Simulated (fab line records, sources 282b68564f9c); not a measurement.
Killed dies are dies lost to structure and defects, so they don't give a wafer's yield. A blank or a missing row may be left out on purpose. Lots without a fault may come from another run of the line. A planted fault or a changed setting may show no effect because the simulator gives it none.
fab line records | flow rit_cmos
record lots=13 wafers=39 last_day=7
route steps=202 shown FOX2@24 PWELL@48 NWELL@51 GATE@89
lots that met no fault: from a run of the same line without faults
start_h: hours from the record's first day to the start of the lot's first wafer shown | wait_h: hours since the lot's step before | " the same as in the row above | L1.1+2: a row that stands for several wafers | - no value, or no start given | * or withheld: withheld | < > ~ a bound
route shown NAME@n: a module of which the file shows steps, and the number in the route of the first | usual: mean/standard deviation of fault-free wafers | same: alike in all rows | chamber/n: place in a boat | sites: the reading at each site | _std_site: their standard deviation | _edge_site: outer sites' mean less inner sites' | radius_mm: how far each site lies from the wafer's centre | mask NAME#n: copy n | behind: the tool/chamber that last shaped the wafer | hold: why the lot was held/for how many hours/how that ended | device: the transistor (n, p or np) that didn't switch | end of line: the same wafers' tests at the end of the route | a step without rows: its recipe alone | killed: dies lost to structure and defects at the first sort, not the wafer's yield | map: a wafer's dies, x killed, . not, _ none there
set.NAME: the setting as run; set.NAME@STEP: as run at that earlier step | model.NAME: the simulator's own value behind a step, which no gauge read
steps of the route over a sample of lots; a table a step, a row a wafer
services: from which hour (start_h, from the record's first day; less than 0 if before it) a tool's chamber was out of use, for how many hours, and why
## steps
# step RIT_FOX2_THK_MEAS_01
# recipe reads=SiO2_of_FOX2_OXIDATION_00
# usual FOX2_OXIDE_THK=352/6.4
# columns lot.wafer tool chamber start_h wait_h FOX2_OXIDE_THK[nm]
L414.3 film_metro-01 - 23.69 0.0 366
L414.5 " - " " 372
L414.6 " - " " 372
L416.2 film_metro-02 - 34.02 0.0 345
L416.3 " - " " 343
L416.5 " - " " 344
L418.1 film_metro-02 - 44.19 0.0 346
L418.5 " - " " 349
L418.6 " - " " 352
L419.2 film_metro-01 - 48.62 0.0 356
L419.5 " - " " 356
L419.6 " - " " 352
L420.4 film_metro-01 - 53.46 0.0 357
L420.5 " - " " 351
L420.6 " - " " 358
L421.2 film_metro-01 - 58.68 0.0 352
L421.5 " - " " 353
L421.6 " - " " 357
L422.1 film_metro-01 - 64.38 0.0 348
L422.2 " - " " 341
L422.4 " - " " 341
L424.1 film_metro-01 - 73.48 0.0 339
L424.2 " - " " 344
L424.6 " - " " 341
L425.1 film_metro-01 - 78.50 0.0 354
L425.2 " - " " 353
L425.5 " - " " 353
L426.2 film_metro-03 - 83.49 0.0 352
L426.3 " - " " 346
L426.5 " - " " 349
L429.3 film_metro-01 - 98.39 0.0 350
L429.5 " - " " 354
L429.6 " - " " 349
L435.1 film_metro-01 - 128.81 0.0 352
L435.3 " - " " 350
L435.6 " - " " 351
L436.1 film_metro-03 - 133.45 0.0 347
L436.3 " - " " 339
L436.5 " - " " 350
# step RIT_PWELL_STRIP_09
# recipe chemistry=O2 time_s=180 resist=NOVOLAK platen_temp_c=withheld power_w=500 pressure_mtorr=4000 o2_flow_sccm=4000
# usual drypump_motor_current_A=5.8/0.42
# columns lot.wafer tool chamber start_h wait_h drypump_motor_current_A rf_hours_counter_h
L414.3 plasma_asher-04 0 27.60 0.1 6.3 -
L414.5 " 0 " " 6.2 -
L414.6 " 1 " " 6.1 -
L416.2 plasma_asher-02 1 38.71 0.1 5.5 39
L416.3 " 0 " " 5.2 -
L416.5 " 0 " " 5.2 -
L418.1 plasma_asher-04 1 48.12 0.1 6.1 42
L418.5 " 1 " " 6.1 -
L418.6 " 0 " " 6.4 -
L419.2 plasma_asher-04 1 52.55 0.1 6.1 43
L419.5 " 1 " " 6.1 -
L419.6 " 0 " " 6.3 -
L420.4 plasma_asher-03 0 58.18 0.1 6.3 -
L420.5 " 1 " " 5.6 -
L420.6 " 0 " " 6.3 -
L421.2 plasma_asher-03 0 62.48 0.1 6.3 29
L421.5 " 1 " " 5.5 -
L421.6 " 0 " " 6.3 -
L422.1 plasma_asher-03 0 68.59 0.1 6.3 30
L422.2 " 1 " " 5.5 30
L422.4 " 1 " " 5.5 -
L424.1 plasma_asher-03 1 77.73 0.1 5.5 31
L424.2 " 0 " " 6.3 31
L424.6 " 0 " " 6.3 -
L425.1 plasma_asher-02 0 82.56 0.1 5.2 44
L425.2 " 1 " " 5.5 44
L425.5 " 1 " " 5.5 -
L426.2 plasma_asher-03 1 87.84 0.1 5.5 32
L426.3 " 0 " " 6.3 -
L426.5 " 1 " " 5.5 -
L429.3 plasma_asher-03 1 102.52 0.1 5.5 -
L429.5 " 0 " " 6.3 -
L429.6 " 1 " " 5.5 -
L435.1 plasma_asher-02 1 133.01 0.1 5.4 2
L435.3 " 1 " " 5.4 -
L435.6 " 1 " " 5.5 -
L436.1 plasma_asher-02 1 137.53 0.1 5.5 3
L436.3 " 0 " " 5.2 -
L436.5 " 0 " " 5.2 -
# step RIT_WELLDRIVE_RS_MEAS_01
# recipe thk_meas_gauge=four-point-probe
# usual NWELL_RS=275.7/0.78
# columns lot.wafer tool chamber start_h wait_h NWELL_RS[ohm/sq]
L414.3 film_metro-03 - 32.90 0.0 274.7
L414.5 " - " " 276.5
L414.6 " - " " 275.8
L416.2 film_metro-03 - 44.15 0.0 276.0
L416.3 " - " " 276.3
L416.5 " - " " 276.0
L418.1 film_metro-04 - 53.64 0.0 276.6
L418.5 " - " " 277.4
L418.6 " - " " 276.0
L419.2 film_metro-01 - 57.88 0.0 275.1
L419.5 " - " " 274.9
L419.6 " - " " 274.8
L420.4 film_metro-03 - 63.70 0.1 275.6
L420.5 " - " " 275.9
L420.6 " - " " 276.1
L421.2 film_metro-04 - 67.82 0.0 275.8
L421.5 " - " " 276.1
L421.6 " - " " 276.3
L422.1 film_metro-03 - 73.90 0.0 274.5
L422.2 " - " " 275.0
L422.4 " - " " 275.3
L424.1 film_metro-01 - 83.05 0.0 275.3
L424.2 " - " " 276.1
L424.6 " - " " 275.6
L425.1 film_metro-03 - 87.88 0.0 274.3
L425.2 " - " " 275.3
L425.5 " - " " 274.2
L426.2 film_metro-01 - 93.47 0.0 274.6
L426.3 " - " " 275.2
L426.5 " - " " 275.1
L429.3 film_metro-03 - 107.82 0.0 275.5
L429.5 " - " " 275.4
L429.6 " - " " 275.7
L435.1 film_metro-01 - 138.53 0.0 275.1
L435.3 " - " " 275.2
L435.6 " - " " 275.1
L436.1 film_metro-03 - 143.61 0.0 274.8
L436.3 " - " " 275.1
L436.5 " - " " 275.6
# step RIT_GATE_EXPOSE_13
# recipe mask_id=M6 na=0.6 source_shape=conventional sigma_outer=0.6 target_cd_nm=150 dose_mj=380
# usual exposure_dose_mJ_cm2=380.0/0.36 reticle_temp_C=23.01/0.1
# columns lot.wafer tool chamber start_h wait_h mask exposure_dose_mJ_cm2 reticle_temp_C
L414.3 iline_stepper-02 0 42.85 0.2 M6#0 380.2 23.01
L414.5 " 0 " " M6#0 380.0 23.08
L414.6 " 0 " " M6#0 380.1 23.09
L416.2 iline_stepper-02 0 51.86 0.2 M6#0 380.0 23.01
L416.3 " 0 " " M6#0 380.7 23.04
L416.5 " 0 " " M6#0 380.4 22.93
L418.1 iline_stepper-01 0 61.38 0.1 M6#0 380.0 22.89
L418.5 " 0 " " M6#0 380.3 22.82
L418.6 " 0 " " M6#0 379.9 22.94
L419.2 iline_stepper-02 0 66.22 0.2 M6#0 380.1 23.14
L419.5 " 0 " " M6#0 380.3 23.15
L419.6 " 0 " " M6#0 380.3 23.15
L420.4 iline_stepper-01 0 72.33 0.2 M6#0 380.3 23.01
L420.5 " 0 " " M6#0 380.2 22.95
L420.6 " 0 " " M6#0 380.0 23.16
L421.2 iline_stepper-02 0 76.48 0.2 M6#0 379.9 22.86
L421.5 " 0 " " M6#0 380.0 22.88
L421.6 " 0 " " M6#0 380.1 22.97
L422.1 iline_stepper-01 0 82.21 0.2 M6#0 380.0 22.98
L422.2 " 0 " " M6#0 379.9 23.08
L422.4 " 0 " " M6#0 380.1 23.03
L424.1 iline_stepper-01 0 92.43 0.2 M6#0 380.0 23.00
L424.2 " 0 " " M6#0 380.3 22.84
L424.6 " 0 " " M6#0 380.3 22.94
L425.1 iline_stepper-02 0 95.59 0.2 M6_R1#0 380.3 22.90
L425.2 " 0 " " M6_R1#0 380.6 22.94
L425.5 " 0 " " M6_R1#0 380.4 23.03
L426.2 iline_stepper-01 0 102.09 0.2 M6#0 379.8 22.96
L426.3 " 0 " " M6#0 379.6 22.84
L426.5 " 0 " " M6#0 379.9 22.99
L429.3 iline_stepper-01 0 115.74 0.1 M6#0 379.9 23.01
L429.5 " 0 " " M6#0 379.9 23.01
L429.6 " 0 " " M6#0 379.4 22.89
L435.1 iline_stepper-02 0 146.07 0.1 M6#0 379.8 23.10
L435.3 " 0 " " M6#0 380.1 23.23
L435.6 " 0 " " M6#0 380.0 23.14
L436.1 iline_stepper-01 0 152.44 0.2 M6#0 380.2 22.95
L436.3 " 0 " " M6#0 379.6 23.02
L436.5 " 0 " " M6#0 380.0 23.00
# step RIT_GATE_CD_MEAS_16
# recipe target_cd_nm=150
# usual cd_nm=150.6/2.1
# columns lot.wafer tool chamber start_h wait_h cd_nm
L414.3 cd_sem-01 - 43.25 - 151.0
L414.5 " - " " 151.8
L414.6 " - " " 151.7
L416.2 cd_sem-02 - 52.26 - 147.6
L416.3 " - " " 148.7
L416.5 " - " " 146.4
L418.1 cd_sem-01 - 61.78 - 150.9
L418.5 " - " " 148.5
L418.6 " - " " 150.9
L419.2 cd_sem-01 - 66.62 - 147.6
L419.5 " - " " 149.2
L419.6 " - " " 150.3
L420.4 cd_sem-01 - 72.74 - 149.4
L420.5 " - " " 149.8
L420.6 " - " " 152.4
L421.2 cd_sem-02 - 77.00 - 148.5
L421.5 " - " " 147.1
L421.6 " - " " 149.3
L422.1 cd_sem-01 - 82.61 - 152.3
L422.2 " - " " 150.5
L422.4 " - " " 149.2
L424.1 cd_sem-02 - 92.83 - 149.4
L424.2 " - " " 148.8
L424.6 " - " " 148.8
L425.1 cd_sem-02 - 95.99 - 127.6
L425.2 " - " " 128.0
L425.5 " - " " 127.4
L426.2 cd_sem-02 - 102.62 - 152.0
L426.3 " - " " 150.4
L426.5 " - " " 150.5
L429.3 cd_sem-02 - 116.26 - 152.5
L429.5 " - " " 152.7
L429.6 " - " " 153.4
L435.1 cd_sem-02 - 146.54 - 150.4
L435.3 " - " " 149.9
L435.6 " - " " 150.9
L436.1 cd_sem-01 - 152.84 - 153.3
L436.3 " - " " 152.7
L436.5 " - " " 149.5
## services
# columns tool chamber start_h hours kind
iline_stepper-02 - 47.05 1.7 pm
plasma_asher-02 - 69.46 7.5 repair
plasma_asher-03 - 93.85 2.8 pm
plasma_asher-02 - 108.75 9.0 pm
plasma_asher-02 0 108.75 9.0 vent_cycle
plasma_asher-02 1 108.75 9.0 vent_cycle
plasma_asher-02 0 117.75 - clean
plasma_asher-02 1 117.75 - clean
iline_stepper-01 - 122.91 1.7 pm
plasma_asher-04 - 143.73 0.8 repair
## key
first_sign step=RIT_GATE_EXPOSE_13 reading=mask direction=changed
effect step=RIT_GATE_CD_MEAS_16 reading=cd_nm direction=down sigmas=11 usual=150.6 struck=127.7
met_at RIT_GATE_EXPOSE_13
struck_lots L425
sort_left_out L425.1,L425.2,L425.5
tester_left_out L425
not_acting_at RIT_FOX2_THK_MEAS_01,RIT_PWELL_STRIP_09,RIT_WELLDRIVE_RS_MEAS_01
onset_between 76.48 95.59
fault kind=wrong_mask tool=any chamber=- onset_h=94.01 steps=RIT_GATE_EXPOSE_13 aux_copy=M6_R1#0 cd_offset_nm=-22 scope=struck_lots_only
# tester_left_out: of these lots the tester's yield and bins aren't shown, on N5 and GAA mostly nor the transistor test; their killed dies are dies lost to structure and defects alone, not to doping, threshold or leakage, so they don't give the yield
# sort_left_out: the simulated sort isn't trusted on such a fault, so these wafers' sort isn't shown, and their yield isn't known
